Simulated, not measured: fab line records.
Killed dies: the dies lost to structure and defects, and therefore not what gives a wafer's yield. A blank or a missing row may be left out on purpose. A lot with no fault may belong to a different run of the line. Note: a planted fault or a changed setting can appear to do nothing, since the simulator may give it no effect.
The tool behind it: which one? | flow rit cmos | 45 wafers from 15 lots sampled at 4 of the route's 202 steps

## WHAT THE GAUGES READ, wafer by wafer
RIT_ACTIVE_CD_MEAS_11: target cd 1400 nm.
lot  | measured    | on        | cd nm (nm)
L717 | day 1 20:25 | cd sem-02 | 1400.2 1399.8 1401.8
L718 | day 2 00:26 | cd sem-01 | 1394.2 1398.6 1397.8
L719 | day 2 05:35 | cd sem-01 | 1402.8 1402.7 1402.1
L720 | day 2 10:51 | cd sem-01 | 1400.2 1402.2 1403.9
L721 | day 2 15:34 | cd sem-01 | 1402.4 1403.5 1402.1
L722 | day 2 20:34 | cd sem-01 | 1405.1 1404.0 1404.6
L723 | day 3 02:40 | cd sem-02 | 1398.8 1396.9 1400.0
L724 | day 3 06:26 | cd sem-02 | 1397.9 1398.5 1397.8
L725 | day 3 13:05 | cd sem-02 | 1403.0 1399.9 1401.8
L731 | day 4 18:31 | cd sem-02 | 1398.3 1392.9 1396.0
L732 | day 4 22:34 | cd sem-02 | 1399.5 1401.7 1400.5
L733 | day 5 03:48 | cd sem-01 | 1399.1 1399.0 1397.2
L734 | day 5 09:11 | cd sem-01 | 1398.3 1398.5 1397.2
L735 | day 5 13:56 | cd sem-02 | 1401.2 1398.5 1400.3
L738 | day 6 05:14 | cd sem-01 | 1398.2 1394.5 1397.7

RIT_M1_THK_MEAS_02: measures by xrf.
lot  | measured    | on            | M1_AL_THK (nm)
L717 | day 3 12:15 | film metro-02 | 407 405 414
L718 | day 3 17:38 | film metro-01 | 408 413 411
L719 | day 3 19:56 | film metro-02 | 408 409 409
L720 | day 4 04:15 | film metro-01 | 408 410 407
L721 | day 4 08:22 | film metro-01 | 413 413 413
L722 | day 4 17:41 | film metro-02 | 409 411 410
L723 | day 4 18:44 | film metro-02 | 405 398 404
L724 | day 4 23:47 | film metro-01 | 413 412 420
L725 | day 5 02:55 | film metro-02 | 414 414 419
L731 | day 6 12:46 | film metro-04 | 410 403 409
L732 | day 6 14:56 | film metro-01 | 409 410 409
L733 | day 6 20:44 | film metro-02 | 415 409 407
L734 | day 7 04:45 | film metro-01 | 408 405 403
L735 | day 7 07:52 | film metro-04 | 412 412 413
L738 | day 8 00:20 | film metro-02 | 405 407 411

RIT_M1_CD_MEAS_09: target cd 2600 nm.
lot  | measured    | on        | cd nm (nm)
L717 | day 3 13:23 | cd sem-01 | 2601.7 2601.3 2599.8
L718 | day 3 18:35 | cd sem-01 | 2601.8 2600.5 2599.6
L719 | day 3 20:53 | cd sem-02 | 2601.6 2601.2 2601.1
L720 | day 4 05:19 | cd sem-01 | 2600.1 2600.4 2599.2
L721 | day 4 09:26 | cd sem-02 | 2602.5 2600.2 2597.0
L722 | day 4 18:38 | cd sem-02 | 2598.5 2598.9 2598.9
L723 | day 4 19:55 | cd sem-02 | 2598.9 2600.0 2598.8
L724 | day 5 00:56 | cd sem-01 | 2600.6 2600.0 2601.9
L725 | day 5 04:08 | cd sem-02 | 2596.1 2598.7 2599.4
L731 | day 6 13:44 | cd sem-02 | 2597.4 2597.4 2598.1
L732 | day 6 15:53 | cd sem-02 | 2597.9 2599.6 2599.3
L733 | day 6 21:48 | cd sem-01 | 2604.4 2604.1 2604.5
L734 | day 7 05:42 | cd sem-02 | 2597.5 2597.0 2598.8
L735 | day 7 08:48 | cd sem-01 | 2602.6 2599.4 2600.3
L738 | day 8 01:25 | cd sem-01 | 2598.1 2599.1 2597.8

## TOOL THAT RAN EACH LOT (tool first, then ch and the chambers of the sampled wafers, then the start)
lot  | RIT_NSD_EXPOSE_03
L717 | iline stepper-02 ch 0, day 3 05:37
L718 | iline stepper-01 ch 0, day 3 10:48
L719 | iline stepper-02 ch 0, day 3 13:28
L720 | iline stepper-02 ch 0, day 3 21:32
L721 | iline stepper-02 ch 0, day 4 01:46
L722 | iline stepper-02, day 4 10:52
L723 | iline stepper-01, day 4 12:08
L724 | iline stepper-01, day 4 16:52
L725 | iline stepper-01 ch 0, day 4 20:21
L731 | iline stepper-01 ch 0, day 6 05:56
L732 | iline stepper-02 ch 0, day 6 08:17
L733 | iline stepper-02 ch 0, day 6 14:02
L734 | iline stepper-01 ch 0, day 6 22:15
L735 | iline stepper-01 ch 0, day 7 01:16
L738 | iline stepper-02 ch 0, day 7 17:51
- RIT_NSD_EXPOSE_03: exposes mask M9, target cd 40700 nm.

## AS READ BY THE TOOLS THEMSELVES (means over the sampled wafers that have a number; for cases with no such wafer, the mark the record gives instead)
RIT_NSD_EXPOSE_03.
lot  | tool             | exposure dose mJ cm2 | focus offset nm (nm)
L717 | iline stepper-02 | 249.87               | 0.2
L718 | iline stepper-01 | 249.98               | -0.2
L719 | iline stepper-02 | 250.53               | -0.3
L720 | iline stepper-02 | 249.88               | 0.6
L721 | iline stepper-02 | 249.81               | -0.1
L722 | iline stepper-02 | -                    | -
L723 | iline stepper-01 | -                    | -
L724 | iline stepper-01 | -                    | -
L725 | iline stepper-01 | 250.25               | -0.4
L731 | iline stepper-01 | 250.06               | -0.4
L732 | iline stepper-02 | 249.87               | -0.3
L733 | iline stepper-02 | 250.10               | -0.4
L734 | iline stepper-01 | 250.22               | 0.3
L735 | iline stepper-01 | 249.62               | -0.1
L738 | iline stepper-02 | 250.03               | -0.1

## THE ANSWER, worked out from the rows above alone
Rule: the usual values come from the lots themselves. The widest of any qualifying gaps counts: lots, ordered by their means at a reading, are off when they make up no more than a third of the lots, leave a main group of 4 or more, and stand apart from it by 3 or more times the standard deviation of that group's means. The tables above print the reading to a certain number of digits; a main group whose means all agree to those digits is not used. A lot without any number at a reading at which 4 lots or more have one is off too. All remaining lots with rows at the step are treated as sound. Order of review: gauges by route order, followed by the tools' own readings, for which a lot's mean as printed above is used. The first step at which some lot is off is used, and at that step the reading that is off furthest; a lot without a number counts as furthest.
Off: L722, L723, L724 (RIT_NSD_EXPOSE_03, exposure dose mJ cm2). Without a number there: L722, L723, L724. Mean 250.02 and standard deviation 0.23 in the main group.
A tool fits if, at that step or a process step before it, it ran every lot that is off, and no sound lot after the first of them. Not one of the candidates tried fits.

## WHAT HAD BEEN PUT IN BY THE SIMULATOR
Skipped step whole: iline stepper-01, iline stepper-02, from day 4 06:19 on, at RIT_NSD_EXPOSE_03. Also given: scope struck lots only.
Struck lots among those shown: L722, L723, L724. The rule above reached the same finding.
